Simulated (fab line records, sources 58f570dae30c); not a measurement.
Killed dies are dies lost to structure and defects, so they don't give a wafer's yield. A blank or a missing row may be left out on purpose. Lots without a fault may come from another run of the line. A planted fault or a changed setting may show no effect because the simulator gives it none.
Which tool did it? | flow berkeley_cmos170 | 7 lots, 21 wafers sampled, at 2 steps of a route of 331

WHAT THE GAUGES READ, wafer by wafer
UCB170_ACTIVE_THK_MEAS_03.
lot  | measured    | on            | ACTIVE_OXIDE_THK (nm)
L600 | day 4 12:43 | film_metro-01 | 25.7 25.7 26.1
L603 | day 5 01:17 | film_metro-04 | 25.9 25.9 25.5
L605 | day 5 01:21 | film_metro-04 | 25.3 25.4 25.1
L607 | day 5 09:26 | film_metro-04 | 25.7 24.7 25.6
L609 | day 6 02:00 | film_metro-04 | 25.3 25.7 26.0
L618 | day 8 02:29 | film_metro-01 | 26.8 26.6 26.4
L620 | day 8 12:20 | film_metro-01 | 26.8 26.2 26.3

WHICH TOOL RAN EACH LOT (tool, then ch and the chambers of the sampled wafers, then the start)
lot  | UCB170_ACTIVE_OXIDATION_02
L600 | furnace-02 ch 0, day 4 11:22
L603 | furnace-02 ch 0, day 4 23:56
L605 | furnace-02 ch 0, day 4 23:56
L607 | furnace-02 ch 0, day 5 08:05
L609 | furnace-01 ch 0, day 6 00:38
L618 | furnace-03 ch 0, day 8 01:08
L620 | furnace-03 ch 0, day 8 10:59
- UCB170_ACTIVE_OXIDATION_02: target thk 26.4 nm, ox time 1260 s.

THE ANSWER, worked out from the rows above alone
Rule: what is usual is taken from the lots themselves. Put in order of their means at a reading, lots are off if they are a third of the lots or fewer, leave a main group of 4 or more, and stand apart from it by a gap of 3 or more times the standard deviation of the main group's means; of several such gaps the widest counts. A main group whose means are all the same, to the digits that the tables above print for the reading, isn't used. A lot without any number at a reading at which 4 lots or more have one is off too. The other lots that the step has rows for count as sound.
No lot is off at any reading shown: from this, nothing can be told.

WHAT THE SIMULATOR HAD PUT IN
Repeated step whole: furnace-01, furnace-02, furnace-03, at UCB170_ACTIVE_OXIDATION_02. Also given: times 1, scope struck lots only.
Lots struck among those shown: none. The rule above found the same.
